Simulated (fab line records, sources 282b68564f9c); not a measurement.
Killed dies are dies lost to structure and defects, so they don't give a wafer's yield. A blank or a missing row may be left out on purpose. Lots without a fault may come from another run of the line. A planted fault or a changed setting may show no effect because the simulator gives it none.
A sampling plan put to the test | flow rit_cmos | one fab line, 35 faults that these records tell of, each judged on the records of the lots that it struck; 1 more is left out, because the records don't allow judging it
The plan is the line's own looks: the steps of the route at which a gauge or an inspection reads the wafer and doesn't change it. A look can be judged if struck wafers have a number there and the file gives its usual mean and standard deviation on fault-free wafers. Caught: at a look after the fault's first step, the mean of the struck wafers lies 4 or more of those standard deviations (sigma) from the usual mean. On the tool: the same test on the tool's own readings at the fault's steps. Another recipe on the struck wafers, or a record that is blank for them alone, also counts as caught.

THE FAULTS, as the simulator had put them in
1. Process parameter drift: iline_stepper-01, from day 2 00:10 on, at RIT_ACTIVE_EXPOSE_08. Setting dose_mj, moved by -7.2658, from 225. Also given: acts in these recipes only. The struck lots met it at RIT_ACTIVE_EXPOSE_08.
2. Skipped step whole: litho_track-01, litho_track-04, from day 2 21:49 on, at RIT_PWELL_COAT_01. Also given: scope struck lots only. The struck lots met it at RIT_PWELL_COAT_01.
3. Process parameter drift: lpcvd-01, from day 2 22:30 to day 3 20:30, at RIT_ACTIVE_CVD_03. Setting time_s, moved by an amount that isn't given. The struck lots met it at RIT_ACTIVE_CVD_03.
4. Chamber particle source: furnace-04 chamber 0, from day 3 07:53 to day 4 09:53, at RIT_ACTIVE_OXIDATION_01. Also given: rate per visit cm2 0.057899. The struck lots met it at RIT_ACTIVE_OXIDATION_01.
5. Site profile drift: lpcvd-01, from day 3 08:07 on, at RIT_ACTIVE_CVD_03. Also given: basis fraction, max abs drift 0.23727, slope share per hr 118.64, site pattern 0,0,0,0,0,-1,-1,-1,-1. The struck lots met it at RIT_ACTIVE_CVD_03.
6. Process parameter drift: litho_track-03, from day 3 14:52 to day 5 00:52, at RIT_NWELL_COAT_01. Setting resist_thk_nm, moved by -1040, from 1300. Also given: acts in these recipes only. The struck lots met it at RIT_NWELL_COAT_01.
7. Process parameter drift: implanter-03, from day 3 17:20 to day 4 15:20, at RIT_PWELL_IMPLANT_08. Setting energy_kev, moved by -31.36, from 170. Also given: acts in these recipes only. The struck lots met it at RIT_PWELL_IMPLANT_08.
8. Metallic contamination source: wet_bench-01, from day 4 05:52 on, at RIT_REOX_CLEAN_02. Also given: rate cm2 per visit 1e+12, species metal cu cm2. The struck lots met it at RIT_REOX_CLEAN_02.
9. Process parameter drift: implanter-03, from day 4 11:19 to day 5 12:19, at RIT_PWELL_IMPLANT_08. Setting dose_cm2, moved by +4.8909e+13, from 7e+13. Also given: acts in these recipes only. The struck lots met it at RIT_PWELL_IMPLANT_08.
10. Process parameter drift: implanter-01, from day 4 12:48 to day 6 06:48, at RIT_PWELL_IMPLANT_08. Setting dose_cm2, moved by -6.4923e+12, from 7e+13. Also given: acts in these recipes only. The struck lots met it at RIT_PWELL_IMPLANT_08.
11. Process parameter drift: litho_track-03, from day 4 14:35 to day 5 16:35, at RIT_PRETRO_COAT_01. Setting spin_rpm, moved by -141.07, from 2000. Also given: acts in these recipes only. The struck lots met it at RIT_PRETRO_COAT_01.
12. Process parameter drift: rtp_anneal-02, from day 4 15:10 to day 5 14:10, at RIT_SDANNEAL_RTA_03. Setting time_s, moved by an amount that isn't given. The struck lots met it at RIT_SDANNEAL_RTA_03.
13. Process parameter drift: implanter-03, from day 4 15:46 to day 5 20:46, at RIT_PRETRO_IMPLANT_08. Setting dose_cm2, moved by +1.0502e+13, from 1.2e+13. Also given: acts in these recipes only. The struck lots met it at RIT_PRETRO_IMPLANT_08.
14. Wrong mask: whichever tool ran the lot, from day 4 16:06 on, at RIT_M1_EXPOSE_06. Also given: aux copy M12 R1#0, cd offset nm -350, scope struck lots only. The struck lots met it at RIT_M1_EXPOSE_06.
15. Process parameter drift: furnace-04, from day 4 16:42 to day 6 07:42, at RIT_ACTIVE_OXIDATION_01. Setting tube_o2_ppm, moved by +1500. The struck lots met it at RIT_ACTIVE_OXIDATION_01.
16. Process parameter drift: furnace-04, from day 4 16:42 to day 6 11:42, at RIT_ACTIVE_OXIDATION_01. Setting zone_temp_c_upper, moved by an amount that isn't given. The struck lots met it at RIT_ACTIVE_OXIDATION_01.
17. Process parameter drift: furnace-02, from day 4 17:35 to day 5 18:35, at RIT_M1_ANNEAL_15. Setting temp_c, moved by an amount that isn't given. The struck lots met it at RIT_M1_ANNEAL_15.
18. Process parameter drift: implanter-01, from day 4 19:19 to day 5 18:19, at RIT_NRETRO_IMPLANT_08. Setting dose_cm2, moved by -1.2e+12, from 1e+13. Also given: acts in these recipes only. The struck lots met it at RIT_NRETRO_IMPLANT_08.
19. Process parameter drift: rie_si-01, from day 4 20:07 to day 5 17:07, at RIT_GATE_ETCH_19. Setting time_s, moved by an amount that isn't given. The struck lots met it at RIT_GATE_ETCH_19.
20. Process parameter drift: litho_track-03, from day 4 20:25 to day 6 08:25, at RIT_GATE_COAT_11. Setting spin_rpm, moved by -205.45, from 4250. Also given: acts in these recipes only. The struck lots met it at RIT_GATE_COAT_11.
21. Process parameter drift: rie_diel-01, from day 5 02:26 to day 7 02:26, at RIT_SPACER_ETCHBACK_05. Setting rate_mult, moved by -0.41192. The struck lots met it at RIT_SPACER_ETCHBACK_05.
22. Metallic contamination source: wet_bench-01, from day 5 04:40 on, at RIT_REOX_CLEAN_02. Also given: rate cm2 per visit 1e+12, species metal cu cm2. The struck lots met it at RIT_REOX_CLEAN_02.
23. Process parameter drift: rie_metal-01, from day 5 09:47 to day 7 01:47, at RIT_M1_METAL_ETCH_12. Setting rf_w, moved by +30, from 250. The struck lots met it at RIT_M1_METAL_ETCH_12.
24. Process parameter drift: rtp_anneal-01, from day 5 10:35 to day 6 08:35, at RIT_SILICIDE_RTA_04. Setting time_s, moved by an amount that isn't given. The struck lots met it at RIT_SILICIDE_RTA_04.
25. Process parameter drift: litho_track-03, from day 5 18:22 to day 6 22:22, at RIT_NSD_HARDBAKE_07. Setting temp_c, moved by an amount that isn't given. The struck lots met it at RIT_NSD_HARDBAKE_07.
26. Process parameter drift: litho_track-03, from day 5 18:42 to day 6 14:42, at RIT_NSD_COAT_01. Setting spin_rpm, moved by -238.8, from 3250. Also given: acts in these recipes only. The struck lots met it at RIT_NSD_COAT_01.
27. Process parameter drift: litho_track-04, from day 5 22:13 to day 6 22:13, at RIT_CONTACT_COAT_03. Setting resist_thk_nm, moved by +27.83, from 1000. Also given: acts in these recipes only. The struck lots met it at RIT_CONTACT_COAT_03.
28. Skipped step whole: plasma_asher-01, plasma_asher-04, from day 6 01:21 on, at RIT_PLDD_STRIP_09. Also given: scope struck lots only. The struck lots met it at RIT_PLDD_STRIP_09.
29. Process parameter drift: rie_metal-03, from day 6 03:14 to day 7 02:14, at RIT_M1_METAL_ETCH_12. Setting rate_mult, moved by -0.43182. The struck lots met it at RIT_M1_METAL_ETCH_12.
30. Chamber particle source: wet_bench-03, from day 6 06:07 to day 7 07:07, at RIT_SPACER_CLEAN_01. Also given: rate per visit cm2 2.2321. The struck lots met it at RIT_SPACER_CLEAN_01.
31. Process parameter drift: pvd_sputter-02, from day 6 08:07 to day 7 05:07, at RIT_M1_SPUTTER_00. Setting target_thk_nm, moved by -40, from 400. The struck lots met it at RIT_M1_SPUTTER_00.
32. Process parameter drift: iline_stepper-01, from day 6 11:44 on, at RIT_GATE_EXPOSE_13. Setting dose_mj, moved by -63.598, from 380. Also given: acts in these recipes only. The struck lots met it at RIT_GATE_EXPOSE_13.
33. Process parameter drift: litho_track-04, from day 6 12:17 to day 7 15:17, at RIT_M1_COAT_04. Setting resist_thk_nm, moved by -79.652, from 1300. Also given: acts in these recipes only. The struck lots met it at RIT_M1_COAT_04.
34. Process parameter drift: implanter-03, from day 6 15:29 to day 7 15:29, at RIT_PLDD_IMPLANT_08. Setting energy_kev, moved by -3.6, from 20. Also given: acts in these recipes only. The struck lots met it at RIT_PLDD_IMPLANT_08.
35. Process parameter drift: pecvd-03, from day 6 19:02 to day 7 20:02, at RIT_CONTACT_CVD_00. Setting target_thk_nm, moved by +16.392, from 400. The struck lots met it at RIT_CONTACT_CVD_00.

WHAT THE PLAN SAW
fault | on the tool itself                               | first look that catches it                      | reading, sigma                                               | median hours from its first step to that look | hours from the fault's start to the first struck lot there | judged looks passed uncaught
1     | exposure_dose_mJ_cm2 -19 sigma                   | not the one look that can be judged after it    | strongest: cd_nm at RIT_ACTIVE_CD_MEAS_11, +3.0              | -                                             | -                                                          | 1
2     | the tool's record is blank for the struck wafers | no look after it can be judged                  | -                                                            | -                                             | -                                                          | 0
3     | under 2 sigma                                    | RIT_ACTIVE_THK_MEAS_04                          | ACTIVE_NITRIDE_THK -73                                       | 1.4                                           | 4                                                          | 0
4     | under 2 sigma                                    | none of the 2 looks that can be judged after it | -                                                            | -                                             | -                                                          | 2
5     | under 2 sigma                                    | RIT_ACTIVE_THK_MEAS_04                          | ACTIVE_NITRIDE_THK -10                                       | 1.4                                           | 9                                                          | 0
6     | no reading that can be judged                    | RIT_PWELL_TW_MEAS_10                            | PWELL_TW +99 or beyond                                       | 2.9                                           | 5                                                          | 0
7     | beam_energy_keV -99 or beyond sigma              | RIT_WELLDRIVE_RS_MEAS_02                        | PWELL_RS +5.3                                                | 6.6                                           | 22                                                         | 1
8     | no reading that can be judged                    | none of the 6 looks that can be judged after it | -                                                            | -                                             | -                                                          | 6
9     | dose_ions_cm2 +99 or beyond sigma                | RIT_PWELL_TW_MEAS_10                            | PWELL_TW +31                                                 | 0.3                                           | 3                                                          | 0
10    | dose_ions_cm2 -82 sigma                          | RIT_PWELL_TW_MEAS_10                            | PWELL_TW -5.0                                                | 0.3                                           | 16                                                         | 0
11    | spin_speed_rpm -99 or beyond sigma               | not the one look that can be judged after it    | -                                                            | -                                             | -                                                          | 1
12    | under 2 sigma                                    | none of the 4 looks that can be judged after it | strongest: PSD_RS at RIT_SDANNEAL_RS_MEAS_04, -3.4           | -                                             | -                                                          | 4
13    | dose_ions_cm2 +99 or beyond sigma                | RIT_PRETRO_TW_MEAS_10                           | PRETRO_TW +30                                                | 0.3                                           | 12                                                         | 0
14    | under 2 sigma                                    | RIT_M1_CD_MEAS_09                               | cd_nm -99 or beyond                                          | 0.4                                           | 4                                                          | 0
15    | under 2 sigma                                    | RIT_ACTIVE_THK_MEAS_02                          | ACTIVE_OXIDE_THK +7.4                                        | 1.9                                           | 5                                                          | 0
16    | under 2 sigma                                    | RIT_ACTIVE_THK_MEAS_02                          | ACTIVE_OXIDE_THK -8.3                                        | 1.9                                           | 5                                                          | 0
17    | tube_center_temp_C -99 or beyond sigma           | not the one look that can be judged after it    | -                                                            | -                                             | -                                                          | 1
18    | dose_ions_cm2 -99 or beyond sigma                | RIT_NRETRO_TW_MEAS_10                           | NRETRO_TW -9.7                                               | 0.3                                           | 2                                                          | 0
19    | run_length_s +99 or beyond sigma                 | no look after it can be judged                  | -                                                            | -                                             | -                                                          | 0
20    | spin_speed_rpm -74 sigma                         | none of the 2 looks that can be judged after it | -                                                            | -                                             | -                                                          | 2
21    | oes_product_au -10 sigma                         | no look after it can be judged                  | -                                                            | -                                             | -                                                          | 0
22    | no reading that can be judged                    | none of the 6 looks that can be judged after it | -                                                            | -                                             | -                                                          | 6
23    | rf_fwd_power_W +35 sigma                         | no look after it can be judged                  | -                                                            | -                                             | -                                                          | 0
24    | under 2 sigma                                    | none of the 8 looks that can be judged after it | -                                                            | -                                             | -                                                          | 8
25    | heater_power_total_W -45 sigma                   | no look after it can be judged                  | -                                                            | -                                             | -                                                          | 0
26    | spin_speed_rpm -99 or beyond sigma               | not the one look that can be judged after it    | -                                                            | -                                             | -                                                          | 1
27    | no reading that can be judged                    | none of the 2 looks that can be judged after it | strongest: cd_nm at RIT_CONTACT_CD_MEAS_08, -2.3             | -                                             | -                                                          | 2
28    | the tool's record is blank for the struck wafers | no look after it can be judged                  | -                                                            | -                                             | -                                                          | 0
29    | oes_product_au -6.5 sigma                        | not the one look that can be judged after it    | strongest: cd_nm at RIT_M1_CD_MEAS_90, +3.1                  | -                                             | -                                                          | 1
30    | no reading that can be judged                    | no look after it can be judged                  | -                                                            | -                                             | -                                                          | 0
31    | under 2 sigma                                    | RIT_M1_RS_MEAS_01                               | M1_AL_RS +12                                                 | 0.3                                           | 6                                                          | 0
32    | exposure_dose_mJ_cm2 -99 or beyond sigma         | RIT_GATE_CD_MEAS_16                             | cd_nm +42                                                    | 0.4                                           | 13                                                         | 0
33    | under 2 sigma                                    | not the one look that can be judged after it    | strongest: cd_nm at RIT_M1_CD_MEAS_09, -3.4                  | -                                             | -                                                          | 1
34    | beam_energy_keV -99 or beyond sigma              | RIT_PLDD_TW_MEAS_10                             | PLDD_TW -12                                                  | 0.3                                           | 5                                                          | 0
35    | under 2 sigma                                    | not the one look that can be judged after it    | strongest: CONTACT_TEOS_THK at RIT_CONTACT_THK_MEAS_01, +3.9 | -                                             | -                                                          | 1
A dash: the fault isn't caught, or these records don't give the number.

Caught at a look: 14 of 35. Caught on the tool: 19 of 35. By one or the other: 26 of 35.
Caught on the tool alone: faults 1, 2, 11, 17, 19, 20, 21, 23, 25, 26, 28, 29.
Caught at a look alone: faults 3, 5, 6, 14, 15, 16, 31.
Caught by neither: faults 4, 8, 12, 22, 24, 27, 30, 33, 35.

THINNER SAMPLING
If the look that catches a fault measured only every second or every third lot, by lot number, the first struck lot would be measured this late in the worst case:
fault | struck lots at that look, in order of time | every lot | every second lot | every third lot
3     | L421, L424                                 | 4 h       | 18 h             | may miss all 2
5     | L142, L145                                 | 9 h       | 24 h             | may miss all 2
6     | L737, L739                                 | 5 h       | may miss all 2   | may miss all 2
7     | L398, L399                                 | 22 h      | 27 h             | may miss all 2
9     | L512, L514                                 | 3 h       | may miss all 2   | may miss all 2
10    | L527, L529                                 | 16 h      | may miss all 2   | may miss all 2
13    | L419, L421                                 | 12 h      | may miss all 2   | may miss all 2
14    | L307                                       | 4 h       | may miss it      | may miss it
15    | L464, L465                                 | 5 h       | 9 h              | may miss all 2
16    | L746, L747                                 | 5 h       | 9 h              | may miss all 2
18    | L262, L265                                 | 2 h       | 17 h             | may miss all 2
31    | L334, L336                                 | 6 h       | may miss all 2   | may miss all 2
32    | L120, L121                                 | 13 h      | 16 h             | may miss all 2
34    | L818, L820, L821                           | 5 h       | 19 h             | may miss all 3
Hours are from the fault's start to the first struck lot that is measured. The limit of 4 sigma was tested on all struck wafers together, so one lot alone may lie under it. Other struck lots may not be in these records.

THE LONGEST TIMED WAY FROM STEP TO LOOK
Fault 7: a median of 6.6 hours passes between RIT_PWELL_IMPLANT_08 and RIT_WELLDRIVE_RS_MEAS_02. The look between them that can be judged stayed within 4 sigma: RIT_PWELL_TW_MEAS_10.
